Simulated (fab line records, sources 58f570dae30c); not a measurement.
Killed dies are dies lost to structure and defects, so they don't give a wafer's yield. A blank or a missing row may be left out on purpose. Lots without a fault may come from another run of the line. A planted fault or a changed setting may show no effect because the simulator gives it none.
One fault seen from 2 desks | flow berkeley_cmos170 | each desk has only its own numbers; what lay behind them comes last

THE METROLOGY DESK
What the gauges read, lot by lot, whatever tool the lot ran on: means of the sampled wafers that have a number. A lot is out of limits, marked OUT, if its mean lies more than 4 standard deviations from the usual mean; the brackets give that distance.
Columns: A = cd_nm at UCB170_PSD_CD_MEAS_06, usual 1199.7 nm
lot  | first seen here | A
L828 | day 6 16:15     | 1199.4
L827 | day 6 16:31     | 1199.9
L829 | day 7 05:28     | 1199.7
L831 | day 7 18:10     | 1199.7
L832 | day 7 18:25     | 1197.1
L833 | day 8 08:24     | 1200.1
L834 | day 8 17:08     | 1198.6
L836 | day 9 03:22     | 1198.4
L839 | day 9 16:55     | 1199.3
L840 | day 9 17:13     | 1200.0
L841 | day 10 01:18    | 1176.8 (-16) OUT
L842 | day 10 01:37    | 1176.1 (-17) OUT
L843 | day 10 08:23    | 1199.1
L844 | day 10 08:59    | 1179.6 (-14) OUT
L845 | day 10 19:15    | 1197.5
This desk's finding: out of limits on L841, L842, L844; first on L841, day 10 01:18 (cd_nm at UCB170_PSD_CD_MEAS_06). In limits: L828, L827, L829, L831, L832, L833, L834, L836, L839, L840, L843, L845.

THE TOOL OWNER'S DESK: litho_track-04
The tool's own readings at UCB170_PSD_PEB_04: means of the sampled wafers that have a number, for each lot that ran on this tool. A lot is out of limits, marked OUT, if its mean lies more than 4 standard deviations from the usual mean; the brackets give that distance.
Columns: A = heater_power_total_W at UCB170_PSD_PEB_04, usual 56.81 W; B = plate_temp_C at UCB170_PSD_PEB_04, usual 129.96 C
lot  | first seen here | A               | B
L829 | day 7 05:12     | 56.80           | 130.08
L833 | day 8 08:07     | 56.78           | 130.12
L841 | day 10 01:02    | 55.05 (-38) OUT | 126.79 (-26) OUT
L842 | day 10 01:22    | 55.01 (-39) OUT | 126.91 (-25) OUT
L844 | day 10 08:43    | 55.08 (-38) OUT | 126.91 (-25) OUT
This desk's finding: out of limits on L841, L842, L844; first on L841, day 10 01:02 (heater_power_total_W at UCB170_PSD_PEB_04). In limits: L829, L833.

PUT TOGETHER
The tool owner's desk could have raised an alarm at day 10 01:02, on L841, L842, L844.
The metrology desk could have raised an alarm at day 10 01:18, on L841, L842, L844.
Of the lots named, all ran UCB170_PSD_PEB_04 on litho_track-04.

WHAT THE SIMULATOR HAD PUT IN
Process parameter drift: litho_track-04, from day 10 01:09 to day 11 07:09, at UCB170_PSD_PEB_04. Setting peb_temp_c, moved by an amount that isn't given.
Lots struck among those shown: L841, L842, L844.
